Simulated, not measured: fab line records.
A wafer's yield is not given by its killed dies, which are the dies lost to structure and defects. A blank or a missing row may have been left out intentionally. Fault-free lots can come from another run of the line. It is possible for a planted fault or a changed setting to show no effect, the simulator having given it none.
Commonality check across tools || flow ritCmos || 42 wafers sampled across 14 lots

## THE REASON FOR OPENING IT
Of 14 lots, 2 have the reading PWELL_TW flagged at RIT_PWELL_TW_MEAS_10. No-fault wafers: 953, standard deviation 7.2.
Rule: a lot gets a flag if all its wafers with a number sit over 4 standard deviations from that mean, or if no wafer of it has a number. The other lots count as sound.

{"lot": "L683", "measured": "day 2 07:32", "on": "filmMetro-04", "PWELL_TW, wafer by wafer": "950 951 949", "flag": ""}
{"lot": "L684", "measured": "day 2 09:15", "on": "filmMetro-02", "PWELL_TW, wafer by wafer": "950 953 950", "flag": ""}
{"lot": "L687", "measured": "day 3 03:05", "on": "filmMetro-02", "PWELL_TW, wafer by wafer": "956 955 953", "flag": ""}
{"lot": "L691", "measured": "day 3 16:43", "on": "filmMetro-03", "PWELL_TW, wafer by wafer": "2031 2039 2032", "flag": "FLAGGED"}
{"lot": "L693", "measured": "day 4 01:49", "on": "filmMetro-02", "PWELL_TW, wafer by wafer": "2010 2002 2017", "flag": "FLAGGED"}
{"lot": "L696", "measured": "day 4 17:23", "on": "filmMetro-04", "PWELL_TW, wafer by wafer": "944 944 942", "flag": ""}
{"lot": "L697", "measured": "day 4 23:24", "on": "filmMetro-02", "PWELL_TW, wafer by wafer": "947 951 946", "flag": ""}
{"lot": "L698", "measured": "day 5 03:09", "on": "filmMetro-04", "PWELL_TW, wafer by wafer": "940 933 938", "flag": ""}
{"lot": "L699", "measured": "day 5 08:19", "on": "filmMetro-03", "PWELL_TW, wafer by wafer": "953 950 952", "flag": ""}
{"lot": "L700", "measured": "day 5 13:47", "on": "filmMetro-02", "PWELL_TW, wafer by wafer": "962 964 962", "flag": ""}
{"lot": "L703", "measured": "day 6 05:37", "on": "filmMetro-04", "PWELL_TW, wafer by wafer": "945 948 942", "flag": ""}
{"lot": "L704", "measured": "day 6 13:05", "on": "filmMetro-04", "PWELL_TW, wafer by wafer": "943 945 947", "flag": ""}
{"lot": "L705", "measured": "day 6 20:28", "on": "filmMetro-03", "PWELL_TW, wafer by wafer": "951 957 965", "flag": ""}
{"lot": "L706", "measured": "day 7 01:53", "on": "filmMetro-02", "PWELL_TW, wafer by wafer": "958 956 960", "flag": ""}
Averaged over the flagged lots the numbers come to 2022, +1069 from the usual (+99 or more standard deviations).

## TOOL THAT RAN EACH LOT
The record keeps 1 process step preceding the reading, out of 202 steps on the route. Every cell lists first the tool, next ch and the chambers used by the sampled wafers, and last the start.
{"lot": "L683", "flag": "", "RIT_NWELL_COAT_01": "lithoTrack-03 ch 0, day 2 04:16"}
{"lot": "L684", "flag": "", "RIT_NWELL_COAT_01": "lithoTrack-01 ch 0, day 2 06:10"}
{"lot": "L687", "flag": "", "RIT_NWELL_COAT_01": "lithoTrack-03 ch 0, day 2 23:57"}
{"lot": "L691", "flag": "FLAGGED", "RIT_NWELL_COAT_01": "lithoTrack-03 ch 0, day 3 13:49"}
{"lot": "L693", "flag": "FLAGGED", "RIT_NWELL_COAT_01": "lithoTrack-03 ch 0, day 3 22:39"}
{"lot": "L696", "flag": "", "RIT_NWELL_COAT_01": "lithoTrack-01 ch 0, day 4 14:24"}
{"lot": "L697", "flag": "", "RIT_NWELL_COAT_01": "lithoTrack-01 ch 0, day 4 20:17"}
{"lot": "L698", "flag": "", "RIT_NWELL_COAT_01": "lithoTrack-02 ch 0, day 5 00:07"}
{"lot": "L699", "flag": "", "RIT_NWELL_COAT_01": "lithoTrack-02 ch 0, day 5 04:58"}
{"lot": "L700", "flag": "", "RIT_NWELL_COAT_01": "lithoTrack-02 ch 0, day 5 10:39"}
{"lot": "L703", "flag": "", "RIT_NWELL_COAT_01": "lithoTrack-01 ch 0, day 6 02:21"}
{"lot": "L704", "flag": "", "RIT_NWELL_COAT_01": "lithoTrack-01 ch 0, day 6 10:04"}
{"lot": "L705", "flag": "", "RIT_NWELL_COAT_01": "lithoTrack-03 ch 0, day 6 17:29"}
{"lot": "L706", "flag": "", "RIT_NWELL_COAT_01": "lithoTrack-02 ch 0, day 6 22:52"}
What is done by these steps:
- RIT_NWELL_COAT_01: resist thk 1300 nm.
- RIT_PWELL_TW_MEAS_10

## FLAGGED AGAINST TOTAL, ONE TOOL AT A TIME (gauges that did the reading follow at the end)
{"step": "RIT_NWELL_COAT_01", "tool": "lithoTrack-01", "lots run": 5, "flagged": 0, "share of the flagged lots": "none", "sound lots run after its first flagged lot": "-"}
{"step": "RIT_NWELL_COAT_01", "tool": "lithoTrack-02", "lots run": 4, "flagged": 0, "share of the flagged lots": "none", "sound lots run after its first flagged lot": "-"}
{"step": "RIT_NWELL_COAT_01", "tool": "lithoTrack-03", "lots run": 5, "flagged": 2, "share of the flagged lots": "all", "sound lots run after its first flagged lot": "1 (L705)"}
{"step": "RIT_PWELL_TW_MEAS_10", "tool": "filmMetro-02", "lots run": 6, "flagged": 1, "share of the flagged lots": "some", "sound lots run after its first flagged lot": "3 (L697,L700,L706)"}
{"step": "RIT_PWELL_TW_MEAS_10", "tool": "filmMetro-03", "lots run": 3, "flagged": 1, "share of the flagged lots": "some", "sound lots run after its first flagged lot": "2 (L699,L705)"}
{"step": "RIT_PWELL_TW_MEAS_10", "tool": "filmMetro-04", "lots run": 5, "flagged": 0, "share of the flagged lots": "none", "sound lots run after its first flagged lot": "-"}

## WHAT THE TABLE PERMITS
Rows of the table that ran each flagged lot: 1, that is lithoTrack-03 at RIT_NWELL_COAT_01.
- lithoTrack-03 at RIT_NWELL_COAT_01: 2 of its 5 lots flagged. Lots that were sound ran on it after the first flagged one (L705); a persistent fault on the entire tool would not allow that.
Not one row of the table ran every flagged lot while running no sound lot after the first.

## WHAT THE SIMULATOR HAD PUT IN
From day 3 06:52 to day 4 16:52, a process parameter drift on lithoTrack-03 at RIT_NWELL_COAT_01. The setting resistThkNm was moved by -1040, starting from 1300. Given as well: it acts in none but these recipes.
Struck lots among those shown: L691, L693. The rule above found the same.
